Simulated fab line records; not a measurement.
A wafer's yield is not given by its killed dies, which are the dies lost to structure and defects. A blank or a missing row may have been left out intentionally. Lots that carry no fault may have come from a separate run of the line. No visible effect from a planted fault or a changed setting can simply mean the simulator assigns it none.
One fault through the eyes of 2 desks    flow berkeley_cmos170    what lay behind the numbers comes last; until then each desk has only its own

## FROM THE METROLOGY DESK
What the gauges read, lot by lot, whatever tool the lot ran on: means of the sampled wafers that have a number. Marked OUT: a lot whose mean sits more than 4 standard deviations from the usual mean, which makes it out of limits; the brackets give that distance.
Columns: A = cd_nm at UCB170_M3_CD_MEAS_15, usual 700.3 nm
lot   first seen here  A
L758  day 8 05:19      701.4
L761  day 8 07:24      697.7
L757  day 8 07:40      700.8
L760  day 8 07:44      700.0
L759  day 8 07:56      700.6
L762  day 8 15:58      702.6
L763  day 9 05:55      697.4
L765  day 9 21:45      698.8
L767  day 10 01:04     701.7
L770  day 10 08:32     699.7
L769  day 11 03:17     691.6 (-6.7) OUT
L774  day 11 13:51     694.7 (-4.3) OUT
L777  day 11 17:37     700.4
L778  day 11 20:22     698.9
This desk's verdict: out of limits on L769, L774, starting with L769 at day 11 03:17 (cd_nm at UCB170_M3_CD_MEAS_15). Within limits: L758, L761, L757, L760, L759, L762, L763, L765, L767, L770, L777, L778.

## THE TOOL OWNER'S DESK: krf_scanner-02
The tool's own readings at UCB170_M3_EXPOSE_12 (exposes mask METAL3, target cd 700 nm): means of the sampled wafers that have a number, for each lot that ran on this tool. Marked OUT: a lot whose mean sits more than 4 standard deviations from the usual mean, which makes it out of limits; the brackets give that distance.
Columns: A = exposure_dose_mJ_cm2 at UCB170_M3_EXPOSE_12, usual 26.06; B = focus_offset_nm at UCB170_M3_EXPOSE_12, usual 0.0 nm
lot   first seen here  A                 B
L758  day 8 04:46      25.97             0.2
L761  day 8 06:01      25.97             0.9
L760  day 8 06:32      26.00             0.7
L762  day 8 15:35      25.99             -0.1
L767  day 10 00:11     25.95             -0.1
L769  day 11 02:53     27.27 (+9.3) OUT  0.1
L774  day 11 13:03     27.03 (+7.5) OUT  0.6
This desk's verdict: out of limits on L769, L774, starting with L769 at day 11 02:53 (exposure_dose_mJ_cm2 at UCB170_M3_EXPOSE_12). Within limits: L758, L761, L760, L762, L767.

## PUT TOGETHER
On L769, L774, at day 11 02:53, an alarm was possible from the tool owner's desk.
At day 11 03:17 the metrology desk could have sounded an alarm, on L769, L774.
Of the lots named, all ran UCB170_M3_EXPOSE_12 on krf_scanner-02.

## WHAT THE SIMULATOR PUT IN
Process parameters drifting: krf_scanner-02 at UCB170_M3_EXPOSE_12, beginning at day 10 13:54. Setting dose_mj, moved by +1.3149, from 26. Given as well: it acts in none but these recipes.
Lots struck among those shown: L769, L774.
Time in hours from fault onset to the first out-of-limits reading at each desk: tool owner's desk 13, metrology desk 13.
